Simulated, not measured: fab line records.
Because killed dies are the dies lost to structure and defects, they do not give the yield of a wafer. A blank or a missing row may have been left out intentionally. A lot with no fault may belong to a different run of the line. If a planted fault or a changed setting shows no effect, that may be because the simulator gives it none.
Struck lot and sound lot, side by side :: flow rit_cmos :: 27 steps out of a route of 202
Sound: wafers L615.2, L615.5, L615.6. The struck wafers were L624.1, L624.2, L624.4. The cause is named last.
Per side, at each step with rows, come the tool, then ch with its chambers, and then its first start. Under that, the readings that differ: sound wafers :: struck wafers :: difference of the means :: sigmas: that difference in standard deviations of wafers without a fault.
alike: same words and numbers on both sides, and readings whose means sit less than 2 such deviations apart. not compared: any withheld reading, any reading some wafer has no value for, any bound like >300 that may hide the same value, and any number with overlapping values for which the record gives no deviation.
The two part at a step that has a row with sigmas, a row that says differs or no value, or rows on one side only. Numbers that don't overlap but have no deviation are shown without sigmas and don't part them. Lack of a reading on every wafer of one side parts them only where that side has two or more wafers.

RIT_ACTIVE_BOW_MEAS_00:
  sound on film_metro-02 at day 1 20:01; struck on film_metro-02 at day 3 17:00
  alike: INCOMING_BOW
then, 1 step without rows for these wafers: RIT_ACTIVE_OXIDATION_01 (target thk 46.8 nm, ox time 3360 s).
RIT_ACTIVE_THK_MEAS_02:
  sound on film_metro-03 at day 1 22:25; struck on film_metro-03 at day 3 19:03
  alike: ACTIVE_OXIDE_THK
RIT_ACTIVE_CVD_03: deposits Si3N4 from SiH2Cl2/NH3, target thk 150 nm, time 1500 s.
  sound on lpcvd-01 ch 1, day 1 22:28; struck on lpcvd-02 ch 1, day 3 19:07
reading: model.Si3N4_of_ACTIVE_CVD_03.thk_nm (nm)
sound: 149.9 148.6 150.3
struck: 120.1 119.6 120.9
difference: -29.4
sigmas: 
  alike: zone_power_source_pct
RIT_ACTIVE_THK_MEAS_04:
  sound on film_metro-02 at day 1 23:54; struck on film_metro-01 at day 3 20:32
reading: ACTIVE_NITRIDE_THK (nm)
sound: 150.0 148.5 150.4
struck: 120.1 119.7 120.9
difference: -29.4
sigmas: -21
then, 6 steps without rows for these wafers: RIT_ACTIVE_HMDS_05 (prime time 60 s); RIT_ACTIVE_COAT_06 (resist thk 1000 nm); RIT_ACTIVE_SOFTBAKE_07 (time 60 s); RIT_ACTIVE_EXPOSE_08 (exposes mask M1, target cd 1400 nm); RIT_ACTIVE_PEB_09; RIT_ACTIVE_DEVELOP_10 (develop time 50 s).
RIT_ACTIVE_CD_MEAS_11: the cd target is 1400 nm.
  sound on cd_sem-02 at day 2 00:56; struck on cd_sem-01 at day 3 21:34
  alike: cd_nm
then, 1 step without rows for these wafers: RIT_ACTIVE_HARDBAKE_12 (time 60 s).
RIT_ACTIVE_ETCH_13: etches Si3N4 in SF6, stops on SiO2, time 210 s, target depth 210 nm.
  sound on rie_diel-01 ch 0,3, day 2 01:11; struck on rie_diel-03 ch 0,1,2, day 3 22:00
reading: oes_product_au (a.u.)
sound: 0.842 0.822 0.832
struck: 0.748 0.724 0.760
difference: -0.088
sigmas: -5

reading: model.ACTIVE.feature_depth_nm (nm)
sound: 150.9 149.6 151.3
struck: 120.1 119.6 120.9
difference: -30.4
sigmas: 

reading: model.etch.depth_nm (nm)
sound: 149.9 148.6 150.3
struck: 120.1 119.6 120.9
difference: -29.4
sigmas: 
  alike: SF6_flow_sccm, chamber_pressure_mTorr, drypump_motor_current_A, rf_fwd_power_W, throttle_valve_pct
  not compared: rf_hours_counter_h
RIT_ACTIVE_STRIP_14: strips in O2, time 180 s.
  sound on plasma_asher-04 ch 0,1, day 2 01:20; struck on plasma_asher-02 ch 0,1, day 3 22:08
reading: drypump_motor_current_A (A)
sound: 6.6 5.7 6.6
struck: 5.0 5.3 5.0
difference: -1.2
sigmas: -2
  alike: chamber_pressure_mTorr
  not compared: rf_hours_counter_h
RIT_ACTIVE_CD_MEAS_90: the cd target is 1400 nm.
  sound on cd_sem-02 at day 2 01:31; struck on cd_sem-02 at day 3 22:18
  alike: cd_nm
then, 4 steps without rows for these wafers: RIT_ACTIVE_CLEAN_15 (cleans in SC1, time 600 s); RIT_ACTIVE_CLEAN_16 (cleans in dHF, time 30 s); RIT_ACTIVE_CLEAN_17 (cleans in SC2, time 600 s); RIT_FOX1_OXIDATION_00 (target thk 350.7 nm, ox time 1130 s).
RIT_FOX1_THK_MEAS_01:
  sound on film_metro-03 at day 2 05:40; struck on film_metro-04 at day 4 00:17
  alike: FOX1_OXIDE_THK
then, 2 steps without rows for these wafers: RIT_FOX1_WET_ETCH_02 (etches SiO2 in BOE, target depth 350 nm, time 390 s); RIT_FOX2_OXIDATION_00 (target thk 350.7 nm, ox time 1130 s).
RIT_FOX2_THK_MEAS_01:
  sound on film_metro-02 at day 2 08:47; struck on film_metro-04 at day 4 01:46
  alike: FOX2_OXIDE_THK
RIT_FOX2_CLEAN_02: cleans in dHF, time 180 s.
  sound on wet_bench-04 ch 0, day 2 08:50; struck on wet_bench-02 ch 3, day 4 01:50
reading: model.Si3N4_of_ACTIVE_CVD_03.thk_nm (nm)
sound: 130.7 129.4 131.1
struck: 101 100.4 101.7
difference: -29
sigmas: 
then, 1 step without rows for these wafers: RIT_FOX2_WET_ETCH_03 (etches Si3N4 in H3PO4, target depth 195 nm, time 2700 s).
RIT_M1_PROBE_99:
  sound on prober-01 at day 4 05:08; struck on prober-02 at day 5 17:47
reading: model.etest.nldd.width_nm (nm)
sound: 3166 3162 3171
struck: 3144 3143 3158
difference: -18
sigmas: 
  alike: killed_at_M0_to_M3, killed_at_contacts, killed_at_front_end, killed_dies, killed_on_rim, killed_open, killed_short
  not compared: model.etest.pldd.width_nm

WHERE THEY PART
First at RIT_ACTIVE_THK_MEAS_04; last, within this record, at RIT_ACTIVE_STRIP_14. Later steps at which nothing parts them and some readings are alike: RIT_ACTIVE_CD_MEAS_90, RIT_FOX1_THK_MEAS_01, RIT_FOX2_THK_MEAS_01, RIT_M1_PROBE_99.

WHY: what had been put in by the simulator
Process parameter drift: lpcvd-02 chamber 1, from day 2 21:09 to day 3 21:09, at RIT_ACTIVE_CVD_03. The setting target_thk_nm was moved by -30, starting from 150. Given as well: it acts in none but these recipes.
